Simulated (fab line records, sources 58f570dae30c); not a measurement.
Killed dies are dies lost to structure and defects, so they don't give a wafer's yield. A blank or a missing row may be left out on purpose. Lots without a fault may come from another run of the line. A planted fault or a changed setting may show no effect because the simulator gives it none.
Which tool did it? | flow berkeley_cmos170 | 7 lots, 21 wafers sampled, at 3 steps of a route of 331

WHAT THE GAUGES READ, wafer by wafer
UCB170_M2_CD_MEAS_90: target cd 700 nm.
lot  | measured     | on        | cd_nm (nm)
L123 | day 8 05:23  | cd_sem-01 | 701.8 701.0 697.1
L121 | day 8 12:49  | cd_sem-01 | 699.4 701.5 699.0
L126 | day 9 06:52  | cd_sem-02 | 704.2 704.0 700.6
L127 | day 9 12:36  | cd_sem-02 | 702.0 702.0 701.6
L129 | day 9 19:46  | cd_sem-01 | 718.8 718.8 718.7
L132 | day 10 12:47 | cd_sem-01 | 722.5 719.3 721.6
L138 | day 12 10:07 | cd_sem-01 | 700.5 699.9 701.6

WHICH TOOL RAN EACH LOT (tool, then ch and the chambers of the sampled wafers, then the start)
lot  | UCB170_M2_METAL_ETCH_18           | UCB170_M2_STRIP_19
L123 | rie_metal-02 ch 0, day 8 04:55    | plasma_asher-01 ch 0,1, day 8 05:17
L121 | rie_metal-02 ch 0,1, day 8 12:31  | plasma_asher-03 ch 0,1, day 8 12:43
L126 | rie_metal-04 ch 0,1, day 9 06:34  | plasma_asher-03 ch 0,1, day 9 06:46
L127 | rie_metal-04 ch 0,1, day 9 12:20  | plasma_asher-01 ch 0,1, day 9 12:29
L129 | rie_metal-04 ch 0,1, day 9 19:29  | plasma_asher-04 ch 0,1, day 9 19:40
L132 | rie_metal-04 ch 0,1, day 10 12:29 | plasma_asher-03 ch 0,1, day 10 12:41
L138 | rie_metal-01 ch 1, day 12 09:49   | plasma_asher-03 ch 1, day 12 10:00
- UCB170_M2_METAL_ETCH_18: etches Al in Cl2/BCl3, stops on SiO2, target depth 1170 nm, time 195 s.
- UCB170_M2_STRIP_19: strips in O2.

THE ANSWER, worked out from the rows above alone
Rule: what is usual is taken from the lots themselves. Put in order of their means at a reading, lots are off if they are a third of the lots or fewer, leave a main group of 4 or more, and stand apart from it by a gap of 3 or more times the standard deviation of the main group's means; of several such gaps the widest counts. A main group whose means are all the same, to the digits that the tables above print for the reading, isn't used. A lot without any number at a reading at which 4 lots or more have one is off too. The other lots that the step has rows for count as sound.
Off: L129, L132, at UCB170_M2_CD_MEAS_90 (cd_nm). The main group: mean 701.1 nm, standard deviation 1.2.
A tool fits if, at a process step before that reading, it ran every lot that is off, and no sound lot after the first of them. The gauges at UCB170_M2_CD_MEAS_90 are tried like those tools. One fits: rie_metal-04 at UCB170_M2_METAL_ETCH_18. Its last sound lot is L127 (day 9 12:20), its first lot that is off L129 (day 9 19:29): a fault that began between those two fits.

WHAT THE SIMULATOR HAD PUT IN
Process parameter drift: rie_metal-04, from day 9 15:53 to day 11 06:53, at UCB170_M2_METAL_ETCH_18. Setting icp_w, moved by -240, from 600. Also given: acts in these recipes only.
Lots struck among those shown: L129, L132. The rule above found the same.
